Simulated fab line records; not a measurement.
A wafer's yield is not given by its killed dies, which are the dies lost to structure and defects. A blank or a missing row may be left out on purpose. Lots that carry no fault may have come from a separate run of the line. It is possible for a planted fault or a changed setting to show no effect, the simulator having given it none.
Which tool did it? | flow rit_cmos | Sampling: 14 lots, 42 wafers, 7 of 202 route steps

## WHAT EACH GAUGE READ, for each wafer
RIT_NLDD_TW_MEAS_10.
lot  | measured    | on            | NLDD_TW
L864 | day 3 00:06 | film_metro-04 | 2529 2525 2523
L865 | day 3 03:55 | film_metro-02 | 2478 2468 2456
L866 | day 3 09:07 | film_metro-02 | 2472 2477 2483
L867 | day 3 12:37 | film_metro-02 | 2469 2475 2468
L869 | day 4 00:21 | film_metro-02 | 2460 2454 2460
L870 | day 4 04:01 | film_metro-04 | 2518 2533 2507
L871 | day 4 09:32 | film_metro-02 | 2473 2462 2468
L872 | day 4 16:22 | film_metro-02 | 2475 2468 2474
L873 | day 4 22:49 | film_metro-02 | 2450 2488 2476
L874 | day 5 01:22 | film_metro-02 | 2482 2494 2477
L875 | day 5 05:50 | film_metro-02 | 2473 2460 2476
L882 | day 6 16:01 | film_metro-03 | 2496 2513 2496
L884 | day 6 23:33 | film_metro-02 | 2493 2467 2490
L887 | day 7 14:20 | film_metro-04 | 2511 2517 2515

RIT_PLDD_OVL_MEAS_06.
lot  | measured    | on         | PLDD_OVL (nm)
L864 | day 3 01:01 | overlay-01 | -2.1 -1.7 -0.2
L865 | day 3 04:50 | overlay-01 | -1.5 -0.6 -0.8
L866 | day 3 10:10 | overlay-01 | -1.0 -1.4 -2.3
L867 | day 3 13:32 | overlay-02 | -2.1 -2.3 -3.1
L869 | day 4 01:24 | overlay-02 | -1.6 -2.4 -1.3
L870 | day 4 04:55 | overlay-02 | -3.4 -3.5 -3.0
L871 | day 4 10:27 | overlay-02 | -1.3 -2.4 -2.2
L872 | day 4 17:16 | overlay-02 | -1.7 0.7 0.7
L873 | day 4 23:53 | overlay-01 | -0.2 -2.2 -0.5
L874 | day 5 02:23 | overlay-02 | -3.5 -3.2 -3.3
L875 | day 5 06:44 | overlay-02 | -6.2 -3.1 -4.1
L882 | day 6 16:56 | overlay-02 | -1.8 -3.0 -3.2
L884 | day 7 00:37 | overlay-02 | -2.2 -3.2 -5.1
L887 | day 7 15:15 | overlay-02 | -1.0 -0.9 -2.6

RIT_SDANNEAL_RS_MEAS_04: the measuring method here is four-point-probe.
lot  | measured    | on            | PSD_RS (ohm/sq)
L864 | day 3 07:38 | film_metro-03 | 116.07 116.24 115.92
L865 | day 3 11:38 | film_metro-04 | 115.88 115.87 115.95
L866 | day 3 16:51 | film_metro-03 | 115.36 115.60 116.10
L867 | day 3 20:29 | film_metro-04 | 116.16 116.22 116.23
L869 | day 4 08:48 | film_metro-03 | 115.84 115.46 115.54
L870 | day 4 12:28 | film_metro-03 | 116.08 116.05 116.20
L871 | day 4 17:35 | film_metro-04 | 115.83 115.43 115.69
L872 | day 4 23:50 | film_metro-04 | 116.27 116.17 116.07
L873 | day 5 06:28 | film_metro-04 | 116.28 115.64 116.17
L874 | day 5 08:55 | film_metro-04 | 115.88 115.65 115.50
L875 | day 5 13:20 | film_metro-03 | 115.83 115.92 116.16
L882 | day 6 23:56 | film_metro-04 | 165.64 165.97 165.58
L884 | day 7 07:11 | film_metro-02 | 166.08 166.08 165.10
L887 | day 7 21:43 | film_metro-03 | 115.89 115.56 115.83

RIT_SDANNEAL_RS_MEAS_05: the measuring method here is four-point-probe.
lot  | measured    | on            | NSD_RS (ohm/sq)
L864 | day 3 07:46 | film_metro-03 | 84.47 84.89 84.45
L865 | day 3 11:45 | film_metro-04 | 84.18 84.41 84.39
L866 | day 3 16:58 | film_metro-03 | 84.49 84.33 84.40
L867 | day 3 20:36 | film_metro-04 | 84.58 84.88 84.74
L869 | day 4 08:55 | film_metro-03 | 84.73 84.88 84.45
L870 | day 4 12:35 | film_metro-03 | 84.85 84.83 84.79
L871 | day 4 17:43 | film_metro-04 | 84.73 84.84 84.63
L872 | day 4 23:58 | film_metro-04 | 84.49 84.07 84.60
L873 | day 5 06:35 | film_metro-04 | 84.63 84.42 84.36
L874 | day 5 09:02 | film_metro-04 | 84.70 84.48 84.35
L875 | day 5 13:28 | film_metro-03 | 84.84 84.66 84.77
L882 | day 7 00:03 | film_metro-04 | 86.97 86.95 87.27
L884 | day 7 07:19 | film_metro-02 | 87.42 87.28 87.22
L887 | day 7 21:50 | film_metro-03 | 84.65 84.77 84.70

RIT_SDANNEAL_RS_MEAS_06: the measuring method here is four-point-probe.
lot  | measured    | on            | PLDD_RS (ohm/sq)
L864 | day 3 07:53 | film_metro-03 | 178.8 178.5 178.0
L865 | day 3 11:52 | film_metro-04 | 179.4 178.6 178.8
L866 | day 3 17:05 | film_metro-03 | 178.3 178.8 178.6
L867 | day 3 20:43 | film_metro-04 | 178.3 178.4 178.6
L869 | day 4 09:02 | film_metro-03 | 178.7 179.1 178.8
L870 | day 4 12:42 | film_metro-03 | 179.4 178.6 179.1
L871 | day 4 17:50 | film_metro-04 | 179.2 178.5 178.8
L872 | day 5 00:05 | film_metro-04 | 178.7 178.7 178.6
L873 | day 5 06:42 | film_metro-04 | 179.3 178.8 178.9
L874 | day 5 09:09 | film_metro-04 | 178.9 178.6 178.6
L875 | day 5 13:35 | film_metro-03 | 179.3 178.6 178.7
L882 | day 7 00:10 | film_metro-04 | 245.6 246.1 246.1
L884 | day 7 07:26 | film_metro-02 | 246.1 246.3 245.8
L887 | day 7 21:58 | film_metro-03 | 179.2 178.0 179.0

RIT_SILICIDE_RS_MEAS_02: the measuring method here is four-point-probe.
lot  | measured    | on            | SILICIDE_TI_RS (ohm/sq)
L864 | day 3 08:17 | film_metro-04 | 50.5 51.5 50.8
L865 | day 3 12:16 | film_metro-01 | 51.2 52.4 52.0
L866 | day 3 17:29 | film_metro-01 | 52.8 51.7 51.3
L867 | day 3 21:07 | film_metro-03 | 51.1 51.1 51.0
L869 | day 4 09:26 | film_metro-04 | 50.7 50.2 50.5
L870 | day 4 13:06 | film_metro-03 | 53.1 52.4 51.7
L871 | day 4 18:14 | film_metro-03 | 51.7 50.5 51.6
L872 | day 5 00:29 | film_metro-01 | 51.7 51.1 50.9
L873 | day 5 07:06 | film_metro-04 | 51.1 51.4 50.9
L874 | day 5 09:33 | film_metro-03 | 52.6 52.4 51.1
L875 | day 5 13:59 | film_metro-04 | 50.6 51.8 50.5
L882 | day 7 00:34 | film_metro-03 | 51.4 52.2 51.7
L884 | day 7 07:50 | film_metro-04 | 51.7 52.8 51.0
L887 | day 7 22:22 | film_metro-01 | 50.6 51.4 52.3

## EACH LOT AND THE TOOL THAT RAN IT (in order: tool; ch and the chambers of the sampled wafers; start)
lot  | RIT_SDANNEAL_RTA_03
L864 | rtp_anneal-01 ch 0, day 3 07:34
L865 | rtp_anneal-02 ch 0, day 3 11:34
L866 | rtp_anneal-01 ch 0, day 3 16:47
L867 | rtp_anneal-02 ch 0, day 3 20:25
L869 | rtp_anneal-02 ch 0, day 4 08:44
L870 | rtp_anneal-01 ch 0, day 4 12:23
L871 | rtp_anneal-02 ch 0, day 4 17:32
L872 | rtp_anneal-01 ch 0, day 4 23:47
L873 | rtp_anneal-02 ch 0, day 5 06:24
L874 | rtp_anneal-01 ch 0, day 5 08:50
L875 | rtp_anneal-02 ch 0, day 5 13:17
L882 | rtp_anneal-01 ch 0, day 6 23:52
L884 | rtp_anneal-01 ch 0, day 7 07:08
L887 | rtp_anneal-02 ch 0, day 7 21:40
- RIT_SDANNEAL_RTA_03: time 5 s.

## AS READ BY THE TOOLS THEMSELVES (means over the sampled wafers that have a number; for cases with no such wafer, the mark the record gives instead)
RIT_SDANNEAL_RTA_03.
lot  | tool          | ramp_up_c_per_s | wafer_temp_C_max
L864 | rtp_anneal-01 | 342.06          | 1053.0
L865 | rtp_anneal-02 | 342.00          | 1053.5
L866 | rtp_anneal-01 | 342.02          | 1054.2
L867 | rtp_anneal-02 | 342.00          | 1054.3
L869 | rtp_anneal-02 | 341.97          | 1053.3
L870 | rtp_anneal-01 | 342.04          | 1054.4
L871 | rtp_anneal-02 | 342.05          | 1054.6
L872 | rtp_anneal-01 | 342.00          | 1054.7
L873 | rtp_anneal-02 | 342.00          | 1054.1
L874 | rtp_anneal-01 | 341.98          | 1054.4
L875 | rtp_anneal-02 | 342.06          | 1053.6
L882 | rtp_anneal-01 | 341.99          | 988.2
L884 | rtp_anneal-01 | 341.98          | 987.8
L887 | rtp_anneal-02 | 341.95          | 1054.2

## THE ANSWER, worked out from the rows above alone
Rule: the usual values come from the lots themselves. Put in order of their means at a reading, lots are off if they are a third of the lots or fewer, leave a main group of 4 or more, and stand apart from it by a gap of 3 or more times the standard deviation of the main group's means; of several such gaps the widest counts. The tables above print the reading to a certain number of digits; a main group whose means all agree to those digits is not used. A lot without any number at a reading at which 4 lots or more have one is off too. Where the step has rows for the other lots, those lots are counted as sound. After the gauges, taken in route order, come the tools' own readings; for these a lot's mean is taken, as printed above. The first step at which some lot is off is used, and at that step the reading that is off furthest; a lot without a number counts as furthest.
Off: at RIT_SDANNEAL_RS_MEAS_04 (PSD_RS), L882, L884. Mean 115.90 ohm/sq and standard deviation 0.21 in the main group.
A tool fits if, at a process step before that reading, it ran every lot that is off, and no sound lot after the first of them. The gauges at RIT_SDANNEAL_RS_MEAS_04 aren't tried: what is off there is off at RIT_SDANNEAL_RTA_03 too, on other tools, and a gauge's error can't cause that. One fits: RIT_SDANNEAL_RTA_03 on rtp_anneal-01. A fault onset in the window from L874 (day 5 08:50, its last sound lot) to L882 (day 6 23:52, its first lot off) fits.
On the lots that are off, the tool's own readings at RIT_SDANNEAL_RTA_03 differ by more than 5 times the standard deviation of the sound lots' means, which bears it out; wafer_temp_C_max reads 988.0 there versus 1054.0 on the sound lots.

## WHAT HAD BEEN PUT IN BY THE SIMULATOR
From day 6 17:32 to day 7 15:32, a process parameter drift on rtp_anneal-01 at RIT_SDANNEAL_RTA_03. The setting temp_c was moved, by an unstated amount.
Lots struck among those shown: L882, L884. The rule given above showed the same thing.
